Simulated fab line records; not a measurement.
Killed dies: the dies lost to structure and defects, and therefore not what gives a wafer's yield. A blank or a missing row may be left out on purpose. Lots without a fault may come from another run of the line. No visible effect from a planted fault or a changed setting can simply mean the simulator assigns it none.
Chamber matching :: flow berkeley cmos170 :: 4 sister chambers for UCB170_NWELL_ETCH_13 on rie diel-03
The step etches Si3N4 in CH3F/Ar/O2, stops on SiO2, target depth 246.4 nm, time 154 s. 4 wafers are shown with their chamber, then 7 later ones without.

WAFERS, EACH WITH ITS CHAMBER
wafer: L186.6
chamber: 0
throttle valve pct (%): 7.88

wafer: L190.4
chamber: 1
throttle valve pct (%): 8.16

wafer: L194.1
chamber: 2
throttle valve pct (%): 8.22

wafer: L194.3
chamber: 3
throttle valve pct (%): 7.92

WAFERS WITH NO CHAMBER GIVEN
wafer: L194.6
throttle valve pct (%): 8.16

wafer: L195.3
throttle valve pct (%): 8.22

wafer: L195.4
throttle valve pct (%): 8.15

wafer: L195.6
throttle valve pct (%): 8.16

wafer: L196.2
throttle valve pct (%): 7.89

wafer: L196.3
throttle valve pct (%): 8.16

wafer: L196.6
throttle valve pct (%): 8.16

THE CHAMBER EACH PASSED THROUGH
wafer: L194.6
from the rows above: 1
in truth: 1

wafer: L195.3
from the rows above: 2
in truth: 2

wafer: L195.4
from the rows above: 1
in truth: 1

wafer: L195.6
from the rows above: 1
in truth: 1

wafer: L196.2
from the rows above: 0
in truth: 0

wafer: L196.3
from the rows above: 1
in truth: 1

wafer: L196.6
from the rows above: 1
in truth: 1
Correctly placed: 7 of 7. Not placeable from these rows: 0. 0 placed wrongly.
How it was worked out, from the rows above alone: a wafer's distance from a chamber is the root of the sum, over the readings, of the square of ((its reading less the chamber's mean) divided by the reading's scatter). If the next closest chamber is less than 2 further off than the closest, the wafer can't be placed; otherwise it belongs to the closest. Each chamber's mean is taken over the wafers shown for it. The scatter: root of mean squared gap, hidden wafer to nearest shown wafer, with one shown wafer a chamber.
